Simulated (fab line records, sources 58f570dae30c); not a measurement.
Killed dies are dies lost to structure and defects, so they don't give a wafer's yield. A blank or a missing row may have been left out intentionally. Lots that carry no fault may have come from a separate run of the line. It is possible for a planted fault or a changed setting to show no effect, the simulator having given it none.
One fault through the eyes of 2 desks	flow berkeley-cmos170	what lay behind the numbers comes last; until then each desk has only its own

== AT THE METROLOGY DESK ==
Means of the sampled wafers that have a number, per lot and without regard to the tool the lot ran on: this is what the gauges read. The brackets show how far a lot's mean lies from the usual mean; more than 4 standard deviations puts the lot out of limits, marked OUT.
Columns: A = V1_BOW at UCB170_V1_BOW_MEAS_03, usual 17 um; B = cd-nm at UCB170_V1_CD_MEAS_90, usual 700.7 nm
lot	first seen here	A	B
L607	day 7 16:15	20	699.2
L610	day 8 03:34	16	701.0
L609	day 8 13:40	19	700.2
L611	day 8 13:40	12	701.0
L618	day 9 21:25	14	702.4
L619	day 9 21:25	20	700.1
L622	day 10 09:12	31	700.2
L624	day 10 21:04	13	699.9
L623	day 10 21:05	23	700.5
L625	day 11 09:55	21	700.8
L627	day 11 16:29	18	699.9
L629	day 12 10:39	18	699.4
L628	day 12 10:57	13	700.9
This desk's verdict: no lot among the 13 shows anything out of limits.

== DESK OF THE TOOL OWNER: rie-diel-02 ==
The tool's own readings at UCB170_V1_ETCH_14 (etches SiO2 in CHF3/CF4/Ar, stops on Al, target depth 1250 nm, time 291 s): means of the sampled wafers that have a number, for each lot that ran on this tool. The brackets show how far a lot's mean lies from the usual mean; more than 4 standard deviations puts the lot out of limits, marked OUT.
Columns: A = CHF3_flow_sccm at UCB170_V1_ETCH_14, usual 44.97 sccm; B = chamber-pressure-mTorr at UCB170_V1_ETCH_14, usual 199.99 mTorr; C = drypump-motor-current-A at UCB170_V1_ETCH_14, usual 6.1 A; D = oes-product-au at UCB170_V1_ETCH_14, usual 0.873 a.u.; E = throttle-valve-pct at UCB170_V1_ETCH_14, usual 6.95 %
lot	first seen here	A	B	C	D	E
L607	day 7 19:07	44.84	199.82	6.3	0.866	6.99
L610	day 8 05:50	45.00	200.11	6.3	0.872	6.98
L611	day 8 15:21	44.91	199.97	6.2	0.863	6.98
L625	day 11 11:17	45.06	199.99	6.2	0.860	6.97
L628	day 12 12:26	45.07	200.16	6.1	0.863	6.97
This desk's verdict: no lot among the 5 shows anything out of limits.

== TAKEN TOGETHER ==
At the metrology desk, nothing out of limits was observed.
The desk of the tool owner found nothing out of limits.

== WHAT THE SIMULATOR HAD INSERTED ==
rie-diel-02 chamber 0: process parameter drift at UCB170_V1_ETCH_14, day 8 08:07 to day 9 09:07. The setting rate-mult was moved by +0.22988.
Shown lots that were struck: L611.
